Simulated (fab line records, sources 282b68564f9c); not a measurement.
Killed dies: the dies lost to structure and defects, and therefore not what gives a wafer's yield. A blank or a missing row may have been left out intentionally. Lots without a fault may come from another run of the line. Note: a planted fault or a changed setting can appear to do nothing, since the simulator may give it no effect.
Comparing a struck lot with a sound one -- flow rit cmos -- 15 steps out of a route of 202
Sound: the wafers L669.3, L669.4, L669.6. Struck: wafers L678.1, L678.3, L678.4. The cause is named last.
Order at every step that has rows: each side's tool, ch and its chambers, its first start. Under that, the readings that differ: sound wafers -- struck wafers -- difference of the means -- sigmas: that difference in standard deviations of wafers without a fault.
alike: a reading whose means differ by less than 2 such deviations, as well as words and numbers matching on both sides. not compared: withheld readings; readings where some wafer has no value; bounds like >300 that might hide an equal value; numbers whose values overlap and for which the record gives no deviation.
A row with sigmas, a row that says differs or no value, or rows on one side alone: a step with any of these is where the two part. Non-overlapping numbers with no deviation appear without sigmas and do not part them. A reading that every wafer of one side lacks parts them only if that side has two wafers or more.

RIT_M1_SPUTTER_00: material Al, target thk 400 nm, time 500 s.
  sound: pvd sputter-03 at day 4 11:13; struck: pvd sputter-02 at day 6 17:05
  alike: throttle valve pct
RIT_M1_RS_MEAS_01: measurement is done with a four-point probe.
  sound: film metro-03 at day 4 11:34; struck: film metro-03 at day 6 17:23
  alike: M1_AL_RS
RIT_M1_THK_MEAS_02: measures by xrf.
  sound: film metro-03 at day 4 11:40; struck: film metro-03 at day 6 17:31
  alike: M1_AL_THK
then, 6 steps without rows for these wafers: RIT_M1_HMDS_03 (prime time 60 s); RIT_M1_COAT_04 (resist thk 1300 nm); RIT_M1_SOFTBAKE_05 (time 60 s); RIT_M1_EXPOSE_06 (exposes mask M12, target cd 2600 nm); RIT_M1_PEB_07; RIT_M1_DEVELOP_08 (develop time 68 s).
RIT_M1_CD_MEAS_09: target cd 2600 nm.
  sound: cd sem-02 at day 4 12:44; struck: cd sem-01 at day 6 18:27
  alike: cd nm
RIT_M1_OVL_MEAS_10:
  sound: overlay-02 at day 4 12:50; struck: overlay-02 at day 6 18:34
  alike: M1_OVL
then, 1 step without rows for these wafers: RIT_M1_HARDBAKE_11 (time 120 s).
RIT_M1_METAL_ETCH_12: etches Al in Cl2/BCl3, stops on SiO2, time 165 s, target depth 600 nm.
  sound on rie metal-02 ch 0,1, day 4 13:10; struck on rie metal-04 ch 0,1, day 6 18:51
reading,sound,struck,difference,sigmas
chamber pressure mTorr (mTorr),99.80 99.94 100.08,150.01 149.98 149.91,+50.03,+99 or more
drypump motor current A (A),6.1 5.8 6.1,5.0 5.4 5.0,-0.9,-2
model.NOVOLAK_of_M1_COAT_04.thk nm (nm),802.9 819.8 806.2,789.2 767.6 790.2,-27.3,
  alike: oes product au, throttle valve pct
  not compared: rf hours counter h
then, 1 step without rows for these wafers: RIT_M1_STRIP_13 (strips in nmp, time 600 s).
RIT_M1_PROBE_99:
  sound: prober-02 at day 4 15:28; struck: prober-01 at day 6 21:32
  alike: defect limited yield, killed at contacts, killed at front end, killed dies, killed open, killed short, sort_bin_3_pad_short, sort_bin_5_function, sort_bin_6_memory, sort n pass, sort yield pct

== WHERE THEY PART ==
Only at RIT_M1_METAL_ETCH_12, as far as this record shows. Later steps at which nothing parts them and some readings are alike: RIT_M1_PROBE_99.

WHY: whatever the simulator had introduced
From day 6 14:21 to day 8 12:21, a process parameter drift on rie metal-04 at RIT_M1_METAL_ETCH_12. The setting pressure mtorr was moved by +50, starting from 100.
